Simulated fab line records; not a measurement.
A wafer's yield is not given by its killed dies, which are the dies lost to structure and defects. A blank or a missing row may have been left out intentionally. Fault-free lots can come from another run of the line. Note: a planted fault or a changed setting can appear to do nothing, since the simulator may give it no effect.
fab line records + flow berkeley_cmos170
record:
- lots: 14
- wafers: 42
- last_day: 12
route steps=331 shown SDANNEAL@205 SILICIDE@211 CONTACT@233 M1@249
lots untouched by any fault: they come from a run of this same line in which no faults occurred
start_h: hours from the record's opening day to when the first of the lot's shown wafers began + wait_h: hours elapsed since this lot's preceding step + " same as the row above + L1.1+2: a row that stands for several wafers + - no value, or no start was given + * or withheld: withheld + < > ~ a bound
route shown NAME@n: NAME is a module with steps in the file, n the number in the route of the first one + usual: mean and standard deviation over wafers with no fault + same: alike in all rows + chamber/n: place in a boat + sites: readings site by site + _std_site: their standard deviation + _edge_site: inner sites' mean taken away from outer sites' mean + radius_mm: how far each site lies from the wafer's centre + mask NAME#n: copy n + behind: the most recent tool/chamber to have shaped the wafer + hold: cause of the lot's hold/its duration in hours/its outcome + device: the transistor (n, p or np) that didn't switch + end of line: the route-end tests of the same wafers + a step without rows: its recipe alone + killed: dies that structure and defects cost at the first sort, which is not the same as the wafer's yield + map: per-die view of a wafer (x killed, . not killed, _ where there is no die)
set.NAME: the setting the step ran with; set.NAME@STEP: the setting that earlier step ran with + model.NAME: the simulator's own value behind a step, which no gauge read
steps of the route over a sample of lots; a table a step, a row a wafer
services: the hour from which a tool's chamber was out of use, counted from the record's first day as start_h (under 0 if before that day), plus the number of hours and why
== steps ==
step: UCB170_SDANNEAL_RTA_01
recipe:
- temp_c: 1050
- time_s: 5
- ambient: N2
usual:
- chamber_o2_ppm: 1.999/0.02
- lamp_power_pct: 38.3/1.9
- wafer_temp_C_max: 1054.3/0.84
same:
- time_s: 5
| lot.wafer | tool          | chamber | start_h | wait_h | chamber_o2_ppm | lamp_power_pct | wafer_temp_C_max |
|-----------|---------------|---------|---------|--------|----------------|----------------|------------------|
| L550.3    | rtp_anneal-01 | 0       | 147.78  | 0.1    | 2.013          | 36.6           | 1053.7           |
| L550.4    | "             | 0       | "       | "      | 2.019          | 36.7           | 1055.5           |
| L550.6    | "             | 0       | "       | "      | 1.996          | 36.6           | 1054.1           |
| L552.2    | rtp_anneal-02 | 0       | 171.23  | 0.1    | 1.988          | 40.4           | 1053.1           |
| L552.4    | "             | 0       | "       | "      | 2.013          | 40.4           | 1053.8           |
| L552.6    | "             | 0       | "       | "      | 1.990          | 40.4           | 1052.9           |
| L551.2    | rtp_anneal-01 | 0       | 172.13  | 0.1    | 1.991          | 36.6           | 1053.1           |
| L551.3    | "             | 0       | "       | "      | 2.022          | 36.6           | 1052.3           |
| L551.4    | "             | 0       | "       | "      | 1.986          | 36.5           | 1053.2           |
| L555.3    | rtp_anneal-01 | 0       | 178.66  | 0.1    | 2.013          | 36.6           | 1055.4           |
| L555.4    | "             | 0       | "       | "      | 1.985          | 36.6           | 1055.1           |
| L555.5    | "             | 0       | "       | "      | 1.989          | 36.6           | 1053.9           |
| L556.1    | rtp_anneal-01 | 0       | 191.75  | 0.1    | 1.970          | 36.5           | 1054.2           |
| L556.2    | "             | 0       | "       | "      | 1.980          | 36.6           | 1055.9           |
| L556.6    | "             | 0       | "       | "      | 1.952          | 36.6           | 1054.7           |
| L559.1    | rtp_anneal-02 | 0       | 216.46  | 0.1    | 2.039          | 40.4           | 1053.0           |
| L559.4    | "             | 0       | "       | "      | 2.024          | 40.3           | 1054.8           |
| L559.5    | "             | 0       | "       | "      | 2.037          | 40.4           | 1053.6           |
| L560.2    | rtp_anneal-01 | 0       | 216.47  | 0.1    | 1.992          | 36.6           | 1052.8           |
| L560.3    | "             | 0       | "       | "      | 1.987          | 36.6           | 1053.6           |
| L560.6    | "             | 0       | "       | "      | 2.004          | 36.6           | 1055.1           |
| L563.2    | rtp_anneal-01 | 0       | 229.05  | 0.1    | 2.009          | 36.7           | 1053.4           |
| L563.4    | "             | 0       | "       | "      | 2.021          | 36.5           | 1055.7           |
| L563.6    | "             | 0       | "       | "      | 1.984          | 36.6           | 1054.6           |
| L561.2    | rtp_anneal-01 | 0       | 229.87  | 0.1    | 1.998          | 36.6           | 1054.2           |
| L561.3    | "             | 0       | "       | "      | 1.995          | 36.6           | 1054.0           |
| L561.5    | "             | 0       | "       | "      | 2.016          | 36.6           | 1054.5           |
| L564.2    | rtp_anneal-01 | 0       | 230.19  | 0.1    | 1.989          | 36.6           | 1054.0           |
| L564.3    | "             | 0       | "       | "      | 2.008          | 36.6           | 1053.8           |
| L564.4    | "             | 0       | "       | "      | 1.990          | 36.6           | 1055.2           |
| L567.3    | rtp_anneal-01 | 0       | 247.63  | 0.1    | 2.009          | 36.6           | 1053.9           |
| L567.4    | "             | 0       | "       | "      | 2.021          | 36.6           | 1054.4           |
| L567.5    | "             | 0       | "       | "      | 2.001          | 36.6           | 1055.0           |
| L568.1    | rtp_anneal-02 | 0       | 247.87  | 0.1    | 1.941          | 40.4           | 1054.6           |
| L568.5    | "             | 0       | "       | "      | 1.995          | 40.4           | 1055.0           |
| L568.6    | "             | 0       | "       | "      | 1.988          | 40.4           | 1054.7           |
| L569.2    | rtp_anneal-01 | 0       | 248.22  | 0.1    | 2.005          | 36.6           | 1053.5           |
| L569.3    | "             | 0       | "       | "      | 1.991          | 36.5           | 1053.6           |
| L569.4    | "             | 0       | "       | "      | 1.983          | 36.6           | 1052.6           |
| L573.1    | rtp_anneal-02 | 0       | 275.56  | 0.1    | 2.046          | 40.4           | 1055.3           |
| L573.4    | "             | 0       | "       | "      | 2.022          | 40.4           | 1054.0           |
| L573.6    | "             | 0       | "       | "      | 2.027          | 40.4           | 1054.1           |
step: UCB170_SILICIDE_SPUTTER_01
recipe:
- material: Ti
- target_thk_nm: 30
- time_s: 25
- power_w: 1500
- chamber_pressure_pa: 0.5
usual:
- throttle_valve_pct: 30.6/1.2
| lot.wafer | tool           | chamber | start_h | wait_h | throttle_valve_pct |
|-----------|----------------|---------|---------|--------|--------------------|
| L550.3    | pvd_sputter-01 | -       | 148.37  | 0.0    | 29.4               |
| L550.4    | "              | -       | "       | "      | 31.9               |
| L550.6    | "              | -       | "       | "      | 30.4               |
| L552.2    | pvd_sputter-02 | -       | 171.83  | 0.0    | 31.4               |
| L552.4    | "              | -       | "       | "      | 29.6               |
| L552.6    | "              | -       | "       | "      | 31.4               |
| L551.2    | pvd_sputter-03 | -       | 172.73  | 0.0    | 31.2               |
| L551.3    | "              | -       | "       | "      | 30.8               |
| L551.4    | "              | -       | "       | "      | 29.8               |
| L555.3    | pvd_sputter-01 | -       | 179.25  | 0.0    | 30.3               |
| L555.4    | "              | -       | "       | "      | 31.7               |
| L555.5    | "              | -       | "       | "      | 30.7               |
| L556.1    | pvd_sputter-03 | -       | 192.35  | 0.0    | 27.9               |
| L556.2    | "              | -       | "       | "      | 31.1               |
| L556.6    | "              | -       | "       | "      | 31.4               |
| L559.1    | pvd_sputter-01 | -       | 217.06  | 0.0    | 31.6               |
| L559.4    | "              | -       | "       | "      | 32.1               |
| L559.5    | "              | -       | "       | "      | 30.8               |
| L560.2    | pvd_sputter-03 | -       | 217.06  | 0.0    | 31.4               |
| L560.3    | "              | -       | "       | "      | 30.7               |
| L560.6    | "              | -       | "       | "      | 30.1               |
| L563.2    | pvd_sputter-01 | -       | 229.64  | 0.0    | 30.6               |
| L563.4    | "              | -       | "       | "      | 31.7               |
| L563.6    | "              | -       | "       | "      | 29.7               |
| L561.2    | pvd_sputter-02 | -       | 230.47  | 0.0    | 31.5               |
| L561.3    | "              | -       | "       | "      | 30.3               |
| L561.5    | "              | -       | "       | "      | 29.7               |
| L564.2    | pvd_sputter-01 | -       | 230.78  | 0.0    | 31.7               |
| L564.3    | "              | -       | "       | "      | 29.7               |
| L564.4    | "              | -       | "       | "      | 30.8               |
| L567.3    | pvd_sputter-03 | -       | 248.21  | 0.0    | 28.0               |
| L567.4    | "              | -       | "       | "      | 30.2               |
| L567.5    | "              | -       | "       | "      | 28.0               |
| L568.1    | pvd_sputter-02 | -       | 248.47  | 0.0    | 29.6               |
| L568.5    | "              | -       | "       | "      | 29.7               |
| L568.6    | "              | -       | "       | "      | 30.1               |
| L569.2    | pvd_sputter-01 | -       | 248.81  | 0.0    | 29.7               |
| L569.3    | "              | -       | "       | "      | 31.8               |
| L569.4    | "              | -       | "       | "      | 32.0               |
| L573.1    | pvd_sputter-03 | -       | 276.17  | 0.0    | 31.6               |
| L573.4    | "              | -       | "       | "      | 30.1               |
| L573.6    | "              | -       | "       | "      | 31.2               |
step: UCB170_SILICIDE_RS_MEAS_02
recipe:
- thk_meas_gauge: four-point-probe
- reads: Ti_of_SILICIDE_SPUTTER_01
usual:
- SILICIDE_TI_RS: 26.0/0.36
| lot.wafer | tool          | chamber | start_h | wait_h | SILICIDE_TI_RS[ohm/sq] |
|-----------|---------------|---------|---------|--------|------------------------|
| L550.3    | film_metro-01 | -       | 148.44  | 0.1    | 26.0                   |
| L550.4    | "             | -       | "       | "      | 26.1                   |
| L550.6    | "             | -       | "       | "      | 26.0                   |
| L552.2    | film_metro-03 | -       | 171.88  | 0.0    | 25.4                   |
| L552.4    | "             | -       | "       | "      | 25.5                   |
| L552.6    | "             | -       | "       | "      | 25.7                   |
| L551.2    | film_metro-03 | -       | 172.78  | 0.0    | 26.3                   |
| L551.3    | "             | -       | "       | "      | 26.1                   |
| L551.4    | "             | -       | "       | "      | 26.5                   |
| L555.3    | film_metro-03 | -       | 179.32  | 0.1    | 25.8                   |
| L555.4    | "             | -       | "       | "      | 25.7                   |
| L555.5    | "             | -       | "       | "      | 25.6                   |
| L556.1    | film_metro-03 | -       | 192.38  | 0.0    | 26.2                   |
| L556.2    | "             | -       | "       | "      | 26.2                   |
| L556.6    | "             | -       | "       | "      | 26.0                   |
| L559.1    | film_metro-03 | -       | 217.09  | 0.0    | 26.5                   |
| L559.4    | "             | -       | "       | "      | 26.5                   |
| L559.5    | "             | -       | "       | "      | 26.3                   |
| L560.2    | film_metro-01 | -       | 217.11  | 0.0    | 26.0                   |
| L560.3    | "             | -       | "       | "      | 26.3                   |
| L560.6    | "             | -       | "       | "      | 26.2                   |
| L563.2    | film_metro-03 | -       | 229.69  | 0.0    | 26.6                   |
| L563.4    | "             | -       | "       | "      | 26.5                   |
| L563.6    | "             | -       | "       | "      | 26.2                   |
| L561.2    | film_metro-04 | -       | 230.52  | 0.0    | 25.8                   |
| L561.3    | "             | -       | "       | "      | 25.9                   |
| L561.5    | "             | -       | "       | "      | 25.6                   |
| L564.2    | film_metro-03 | -       | 230.83  | 0.0    | 34.8                   |
| L564.3    | "             | -       | "       | "      | 26.1                   |
| L564.4    | "             | -       | "       | "      | 26.2                   |
| L567.3    | film_metro-03 | -       | 248.28  | 0.1    | 26.4                   |
| L567.4    | "             | -       | "       | "      | 26.5                   |
| L567.5    | "             | -       | "       | "      | 26.3                   |
| L568.1    | film_metro-04 | -       | 248.50  | 0.0    | 25.3                   |
| L568.5    | "             | -       | "       | "      | 25.3                   |
| L568.6    | "             | -       | "       | "      | 25.5                   |
| L569.2    | film_metro-03 | -       | 248.86  | 0.0    | 25.7                   |
| L569.3    | "             | -       | "       | "      | 34.1                   |
| L569.4    | "             | -       | "       | "      | 25.8                   |
| L573.1    | film_metro-03 | -       | 276.20  | 0.0    | 26.2                   |
| L573.4    | "             | -       | "       | "      | 26.3                   |
| L573.6    | "             | -       | "       | "      | 26.2                   |
step: UCB170_SILICIDE_THK_MEAS_03
recipe:
- thk_meas_gauge: xrf
- reads: Ti_of_SILICIDE_SPUTTER_01
usual:
- SILICIDE_TI_THK: 30.0/0.39
| lot.wafer | tool          | chamber | start_h | wait_h | SILICIDE_TI_THK[nm] |
|-----------|---------------|---------|---------|--------|---------------------|
| L550.3    | film_metro-01 | -       | 148.54  | 0.1    | 29.7                |
| L550.4    | "             | -       | "       | "      | 29.6                |
| L550.6    | "             | -       | "       | "      | 29.7                |
| L552.2    | film_metro-03 | -       | 171.99  | 0.1    | 30.8                |
| L552.4    | "             | -       | "       | "      | 30.6                |
| L552.6    | "             | -       | "       | "      | 30.5                |
| L551.2    | film_metro-03 | -       | 172.89  | 0.1    | 29.9                |
| L551.3    | "             | -       | "       | "      | 29.9                |
| L551.4    | "             | -       | "       | "      | 29.6                |
| L555.3    | film_metro-03 | -       | 179.42  | 0.1    | 30.4                |
| L555.4    | "             | -       | "       | "      | 30.3                |
| L555.5    | "             | -       | "       | "      | 30.4                |
| L556.1    | film_metro-03 | -       | 192.50  | 0.1    | 30.0                |
| L556.2    | "             | -       | "       | "      | 30.0                |
| L556.6    | "             | -       | "       | "      | 30.3                |
| L559.1    | film_metro-03 | -       | 217.21  | 0.1    | 29.7                |
| L559.4    | "             | -       | "       | "      | 29.6                |
| L559.5    | "             | -       | "       | "      | 29.9                |
| L560.2    | film_metro-01 | -       | 217.22  | 0.1    | 29.8                |
| L560.3    | "             | -       | "       | "      | 29.5                |
| L560.6    | "             | -       | "       | "      | 29.6                |
| L563.2    | film_metro-03 | -       | 229.80  | 0.1    | 29.6                |
| L563.4    | "             | -       | "       | "      | 29.7                |
| L563.6    | "             | -       | "       | "      | 29.9                |
| L561.2    | film_metro-04 | -       | 230.63  | 0.1    | 30.2                |
| L561.3    | "             | -       | "       | "      | 29.9                |
| L561.5    | "             | -       | "       | "      | 30.1                |
| L564.2    | film_metro-03 | -       | 230.94  | 0.1    | 23.6                |
| L564.3    | "             | -       | "       | "      | 30.1                |
| L564.4    | "             | -       | "       | "      | 29.9                |
| L567.3    | film_metro-03 | -       | 248.38  | 0.1    | 29.7                |
| L567.4    | "             | -       | "       | "      | 29.7                |
| L567.5    | "             | -       | "       | "      | 29.8                |
| L568.1    | film_metro-04 | -       | 248.62  | 0.1    | 30.8                |
| L568.5    | "             | -       | "       | "      | 30.6                |
| L568.6    | "             | -       | "       | "      | 30.5                |
| L569.2    | film_metro-03 | -       | 248.97  | 0.1    | 30.5                |
| L569.3    | "             | -       | "       | "      | 24.0                |
| L569.4    | "             | -       | "       | "      | 30.2                |
| L573.1    | film_metro-03 | -       | 276.32  | 0.1    | 29.9                |
| L573.4    | "             | -       | "       | "      | 29.6                |
| L573.6    | "             | -       | "       | "      | 29.8                |
step: UCB170_CONTACT_ETCH_17
recipe:
- chemistry: N2/H2
- target_depth_a: withheld
- overetch_a: withheld
- target: BARC
- time_s: withheld
- source_w: 500
- bias_w: 100
- pressure_mtorr: 30
- n2_flow_sccm: 100
- h2_flow_sccm: 200
usual:
- drypump_motor_current_A: 5.9/0.5
- oes_product_au: 0.996/0.018
- throttle_valve_pct: 13.36/0.17
| lot.wafer | tool        | chamber | start_h | wait_h | drypump_motor_current_A | oes_product_au | throttle_valve_pct |
|-----------|-------------|---------|---------|--------|-------------------------|----------------|--------------------|
| L550.3    | rie_diel-04 | 3       | 154.92  | 0.0    | 5.9                     | 0.953          | 13.56              |
| L550.4    | "           | 0       | "       | "      | 5.6                     | 1.009          | 13.55              |
| L550.6    | "           | 1       | "       | "      | 6.4                     | 0.994          | 13.24              |
| L552.2    | rie_diel-04 | 2       | 176.07  | 0.0    | 5.8                     | 1.003          | 13.51              |
| L552.4    | "           | 1       | "       | "      | 6.4                     | 0.981          | 13.23              |
| L552.6    | "           | 1       | "       | "      | 6.4                     | 0.987          | 13.24              |
| L551.2    | rie_diel-01 | 0       | 178.13  | 0.0    | 6.6                     | 0.995          | 13.32              |
| L551.3    | "           | 1       | "       | "      | 5.7                     | 0.986          | 13.14              |
| L551.4    | "           | 3       | "       | "      | 4.8                     | 1.013          | 13.62              |
| L555.3    | rie_diel-01 | 0       | 183.83  | 0.0    | 6.6                     | 0.993          | 13.34              |
| L555.4    | "           | 2       | "       | "      | 6.4                     | 0.979          | 13.40              |
| L555.5    | "           | 0       | "       | "      | 6.5                     | 1.009          | 13.31              |
| L556.1    | rie_diel-04 | 3       | 198.42  | 0.0    | 5.9                     | 0.961          | 13.57              |
| L556.2    | "           | 0       | "       | "      | 5.6                     | 1.012          | 13.56              |
| L556.6    | "           | 0       | "       | "      | 5.6                     | 1.004          | 13.56              |
| L559.1    | rie_diel-04 | 0       | 222.24  | 0.0    | 5.6                     | 1.010          | 13.55              |
| L559.4    | "           | 2       | "       | "      | 5.8                     | 1.006          | 13.53              |
| L559.5    | "           | 1       | "       | "      | 6.4                     | 0.994          | 13.25              |
| L560.2    | rie_diel-03 | 2       | 222.80  | 0.0    | 5.6                     | 1.007          | 13.33              |
| L560.3    | "           | 3       | "       | "      | 6.0                     | 0.995          | 13.14              |
| L560.6    | "           | 2       | "       | "      | 5.5                     | 1.013          | 13.33              |
| L563.2    | rie_diel-04 | 3       | 234.28  | 0.0    | 5.9                     | 0.951          | 13.57              |
| L563.4    | "           | 0       | "       | "      | 5.6                     | 1.009          | 13.56              |
| L563.6    | "           | 3       | "       | "      | 5.9                     | 0.953          | 13.57              |
| L561.2    | rie_diel-03 | 0       | 236.56  | 0.0    | 5.9                     | 1.016          | 13.14              |
| L561.3    | "           | 2       | "       | "      | 5.6                     | 1.015          | 13.32              |
| L561.5    | "           | 3       | "       | "      | 6.0                     | 0.997          | 13.12              |
| L564.2    | rie_diel-01 | 0       | 236.66  | 0.0    | 6.6                     | 0.996          | 13.32              |
| L564.3    | "           | 3       | "       | "      | 4.8                     | 1.007          | 13.62              |
| L564.4    | "           | 2       | "       | "      | 6.4                     | 0.977          | 13.38              |
| L567.3    | rie_diel-01 | 3       | 254.05  | 0.0    | 4.8                     | 1.007          | 13.63              |
| L567.4    | "           | 1       | "       | "      | 5.7                     | 0.955          | 13.13              |
| L567.5    | "           | 2       | "       | "      | 6.5                     | 0.984          | 13.38              |
| L568.1    | rie_diel-03 | 3       | 254.18  | 0.0    | 6.0                     | 0.996          | 13.12              |
| L568.5    | "           | 0       | "       | "      | 5.9                     | 1.018          | 13.14              |
| L568.6    | "           | 1       | "       | "      | 6.3                     | 1.011          | 13.27              |
| L569.2    | rie_diel-03 | 3       | 255.32  | 0.0    | 6.0                     | 1.002          | 13.13              |
| L569.3    | "           | 0       | "       | "      | 5.9                     | 1.025          | 13.16              |
| L569.4    | "           | 1       | "       | "      | 6.2                     | 1.025          | 13.28              |
| L573.1    | rie_diel-03 | 0       | 280.76  | 0.0    | 5.9                     | 1.020          | 13.16              |
| L573.4    | "           | 2       | "       | "      | 5.5                     | 1.017          | 13.31              |
| L573.6    | "           | 1       | "       | "      | 6.2                     | 1.015          | 13.29              |
step: UCB170_M1_ETCH_11
recipe:
- chemistry: N2/H2
- target_depth_a: withheld
- overetch_a: withheld
- target: BARC
- time_s: withheld
- source_w: 500
- bias_w: 100
- pressure_mtorr: 30
- n2_flow_sccm: 100
- h2_flow_sccm: 200
usual:
- drypump_motor_current_A: 5.8/0.46
- oes_product_au: 0.990/0.02
- throttle_valve_pct: 13.34/0.22
| lot.wafer | tool        | chamber | start_h | wait_h | drypump_motor_current_A | oes_product_au | throttle_valve_pct |
|-----------|-------------|---------|---------|--------|-------------------------|----------------|--------------------|
| L550.3    | rie_diel-04 | 2       | 157.37  | 0.0    | 5.8                     | 1.017          | 13.50              |
| L550.4    | "           | 0       | "       | "      | 5.6                     | 1.009          | 13.55              |
| L550.6    | "           | 3       | "       | "      | 5.9                     | 0.965          | 13.57              |
| L552.2    | rie_diel-02 | 1       | 178.04  | 0.0    | 5.8                     | 0.998          | 13.00              |
| L552.4    | "           | 0       | "       | "      | 6.1                     | 1.012          | 13.54              |
| L552.6    | "           | 3       | "       | "      | 5.4                     | 0.967          | 12.93              |
| L551.2    | rie_diel-02 | 1       | 180.28  | 0.0    | 5.9                     | 0.995          | 13.02              |
| L551.3    | "           | 3       | "       | "      | 5.4                     | 0.962          | 12.93              |
| L551.4    | "           | 2       | "       | "      | 5.7                     | 0.994          | 13.29              |
| L555.3    | rie_diel-01 | 0       | 185.75  | 0.0    | 6.5                     | 0.995          | 13.34              |
| L555.4    | "           | 3       | "       | "      | 4.8                     | 0.997          | 13.61              |
| L555.5    | "           | 2       | "       | "      | 6.5                     | 0.979          | 13.38              |
| L556.1    | rie_diel-02 | 0       | 200.44  | 0.0    | 6.1                     | 1.012          | 13.54              |
| L556.2    | "           | 3       | "       | "      | 5.4                     | 0.958          | 12.93              |
| L556.6    | "           | 0       | "       | "      | 6.1                     | 1.014          | 13.53              |
| L559.1    | rie_diel-04 | 1       | 224.04  | 0.0    | 6.4                     | 0.992          | 13.25              |
| L559.4    | "           | 1       | "       | "      | 6.4                     | 0.987          | 13.24              |
| L559.5    | "           | 2       | "       | "      | 5.8                     | 1.018          | 13.51              |
| L560.2    | rie_diel-01 | 3       | 224.73  | 0.0    | 4.8                     | 1.014          | 13.61              |
| L560.3    | "           | 0       | "       | "      | 6.6                     | 1.008          | 13.32              |
| L560.6    | "           | 0       | "       | "      | 6.6                     | 0.994          | 13.33              |
| L563.2    | rie_diel-01 | 2       | 236.43  | 0.0    | 6.5                     | 0.977          | 13.41              |
| L563.4    | "           | 1       | "       | "      | 5.7                     | 0.955          | 13.13              |
| L563.6    | "           | 0       | "       | "      | 6.5                     | 1.006          | 13.33              |
| L561.2    | rie_diel-04 | 2       | 238.56  | 0.0    | 5.8                     | 1.005          | 13.50              |
| L561.3    | "           | 0       | "       | "      | 5.6                     | 0.997          | 13.54              |
| L561.5    | "           | 3       | "       | "      | 5.9                     | 0.959          | 13.57              |
| L564.2    | rie_diel-01 | 0       | 238.95  | 0.0    | 6.6                     | 0.991          | 13.32              |
| L564.3    | "           | 2       | "       | "      | 6.4                     | 0.978          | 13.39              |
| L564.4    | "           | 3       | "       | "      | 4.8                     | 1.009          | 13.61              |
| L567.3    | rie_diel-04 | 1       | 255.88  | 0.0    | 6.4                     | 0.997          | 13.25              |
| L567.4    | "           | 3       | "       | "      | 5.9                     | 0.963          | 13.56              |
| L567.5    | "           | 0       | "       | "      | 5.6                     | 1.006          | 13.55              |
| L568.1    | rie_diel-01 | 2       | 256.12  | 0.0    | 6.5                     | 0.980          | 13.39              |
| L568.5    | "           | 1       | "       | "      | 5.7                     | 0.961          | 13.13              |
| L568.6    | "           | 2       | "       | "      | 6.5                     | 0.980          | 13.40              |
| L569.2    | rie_diel-02 | 0       | 257.36  | 0.0    | 6.1                     | 1.010          | 13.51              |
| L569.3    | "           | 1       | "       | "      | 5.8                     | 0.988          | 13.01              |
| L569.4    | "           | 3       | "       | "      | 5.4                     | 0.953          | 12.96              |
| L573.1    | rie_diel-04 | 1       | 282.67  | 0.0    | 6.4                     | 0.993          | 13.24              |
| L573.4    | "           | 3       | "       | "      | 5.9                     | 0.959          | 13.57              |
| L573.6    | "           | 0       | "       | "      | 5.6                     | 1.013          | 13.56              |
== services ==
| tool           | chamber | start_h | hours | kind           |
|----------------|---------|---------|-------|----------------|
| rie_diel-02    | 2       | 124.58  | 1.2   | repair         |
| rie_diel-01    | 1       | 133.93  | 4.3   | repair         |
| rie_diel-04    | 3       | 134.25  | 3.0   | repair         |
| rie_diel-04    | -       | 136.60  | 0.8   | repair         |
| rie_diel-01    | 0       | 138.26  | -     | clean          |
| rie_diel-01    | 0       | 138.26  | 16.5  | scheduled_down |
| rie_diel-01    | -       | 138.90  | 7.6   | repair         |
| rie_diel-02    | 0       | 139.21  | 9.1   | repair         |
| pvd_sputter-01 | -       | 143.99  | 3.7   | repair         |
| rtp_anneal-01  | -       | 144.57  | 1.0   | repair         |
| rie_diel-04    | -       | 148.61  | 0.8   | repair         |
| rie_diel-03    | 3       | 151.15  | 3.8   | repair         |
| rie_diel-02    | 1       | 156.20  | 10.3  | repair         |
| pvd_sputter-02 | -       | 172.06  | 49.7  | repair         |
| pvd_sputter-03 | -       | 186.59  | 2.7   | repair         |
| rie_diel-01    | -       | 191.57  | 2.8   | pm             |
| rie_diel-04    | 3       | 204.64  | 27.2  | repair         |
| pvd_sputter-01 | -       | 223.22  | 3.2   | repair         |
| pvd_sputter-03 | -       | 225.63  | 5.1   | repair         |
| pvd_sputter-03 | -       | 235.85  | 9.4   | repair         |
| rie_diel-03    | 2       | 242.82  | 14.6  | repair         |
| pvd_sputter-03 | -       | 260.67  | 1.7   | repair         |
| rie_diel-04    | 0       | 261.47  | 2.5   | repair         |
| rtp_anneal-02  | -       | 276.13  | 4.2   | pm             |
== key ==
first_sign:
- step: UCB170_SILICIDE_RS_MEAS_02
- reading: SILICIDE_TI_RS
- direction: up
- sigmas: 23
- usual: 26.0
- struck: 34.5
effect:
- step: UCB170_SILICIDE_THK_MEAS_03
- reading: SILICIDE_TI_THK
- direction: down
- sigmas: 16
- usual: 30.0
- struck: 23.8
met_at UCB170_SILICIDE_SPUTTER_01
struck_lots L564,L569
struck_wafers L564.2,L569.3
tester_left_out L564,L569
not_acting_at UCB170_SDANNEAL_RTA_01,UCB170_CONTACT_ETCH_17,UCB170_M1_ETCH_11
onset_between 229.64 230.78
fault:
- kind: process_parameter_drift
- tool: pvd_sputter-01
- chamber: -
- onset_h: 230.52
- steps: UCB170_SILICIDE_SPUTTER_01
- channel: time_s
- offset: *
- shape: step
- end_h: 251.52
- acts_in: *
- stated: *
- scope: struck_wafers_only
tester_left_out: of these lots the tester's yield and bins aren't shown, on N5 and GAA mostly nor the transistor test; their killed dies are dies lost to structure and defects alone, not to doping, threshold or leakage, so they don't give the yield
